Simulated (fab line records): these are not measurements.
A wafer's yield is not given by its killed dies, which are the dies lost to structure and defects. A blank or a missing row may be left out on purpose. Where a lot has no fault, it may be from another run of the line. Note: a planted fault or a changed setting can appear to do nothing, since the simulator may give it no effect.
Problem report in the 8D (eight disciplines) form, filled by code || flow rit cmos || the parts of the form that need people (team, actions taken, sign-off) are left out

== 1. WHAT IS WRONG ==
SILICIDE_TI_RS at RIT_SILICIDE_RS_MEAS_02 reads a mean of 40.3 ohm/sq on 1 wafer of 1 lot; wafers without a fault read 47.8 ohm/sq with a standard deviation of 0.93. That puts it -8.1 standard deviations away from the usual mean.
The step: measures by four-point-probe.
Earliest sighting: wafer L473.3 on film metro-03 at day 4 21:30. Wafers with a number at this step in the record: 39, from 13 lots. Rule for "out", or "out of limits": more than 4 standard deviations from the usual mean. The rest of the wafers with a number are treated as sound.

== 2. WHAT IT IS, WHAT IT ISN'T ==
{"question": "which readings at this step", "is": "SILICIDE_TI_RS", "is not": "-"}
{"question": "which lots", "is": "L473", "is not": "L470, L471, L472, L481, L482, L486, L488, L489, L490, L491, L492, L493"}
{"question": "which wafers of those lots", "is": "L473.3", "is not": "L473.4, L473.6"}
{"question": "read on which gauges", "is": "film metro-03", "is not": "film metro-01, film metro-04"}
{"question": "when", "is": "from day 4 21:30", "is not": "up to then (11 sound wafers); but 27 sound wafers of L481, L482, L486, L488, L489, L490, L491, L492, L493 came after"}

== 3. WHAT RULES OUT EACH SUSPECT ==
Counting: if a tool at a process step up to the reading ran every lot that is out, it stays a suspect. Sound lots after the first of them don't rule it out here, since some wafers of a struck lot are sound.
- the gauge at RIT_SILICIDE_RS_MEAS_02: kept. All the wafers that are out were read on film metro-03, and no step on other tools shows them out.
- pvd sputter-01 at RIT_SILICIDE_SPUTTER_01 (material Ti, target thk 30 nm, time 240 s): kept. The lot that is out, L473, ran on it at day 4 21:19; the last sound lot it ran before that was L471, at day 4 03:13.
Left after counting: pvd sputter-01 at RIT_SILICIDE_SPUTTER_01, film metro-03 at RIT_SILICIDE_RS_MEAS_02.

== 4. THE CAUSE (what the simulator had put in) ==
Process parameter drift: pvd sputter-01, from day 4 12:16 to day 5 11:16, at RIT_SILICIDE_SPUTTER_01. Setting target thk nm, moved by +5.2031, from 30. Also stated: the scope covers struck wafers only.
Counting leaves 2 suspects; this tool is one of them.

== 5. THE CHAIN OF EFFECTS, in route order ==
Each row: a reading whose mean over the struck wafers that have a number lies more than 3 standard deviations from the usual. Scope: only readings with a usual standard deviation given in the record; hours: median across lots of the time from each lot's start at the first step in this table that gives one to its start at this step; sigmas: change in usual standard deviations.
{"hours": 0, "step": "RIT_SILICIDE_RS_MEAS_02", "reading": "SILICIDE_TI_RS", "usual": "47.8 ohm/sq", "on struck wafers": 40.3, "change": -7.5, "sigmas": -8.1}
{"hours": 0, "step": "RIT_SILICIDE_THK_MEAS_03", "reading": "SILICIDE_TI_THK", "usual": "30.0 nm", "on struck wafers": 34.6, "change": "+4.6", "sigmas": "+9.6"}

== 6. HOW IT WOULD HAVE BEEN CAUGHT EARLIER ==
In this record the first reading out of limits at a measuring or inspecting step was taken at day 4 21:30, 9 hours after the fault began at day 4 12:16.
Tool readings at RIT_SILICIDE_SPUTTER_01 with a usual standard deviation given in the record: none out on any struck wafer, hence no alarm at a limit of 4 standard deviations on them.
All the lots that are out (1) had begun RIT_SILICIDE_SPUTTER_01 on pvd sputter-01 by day 4 21:30. None of them would have been spared by holding the tool at that moment.
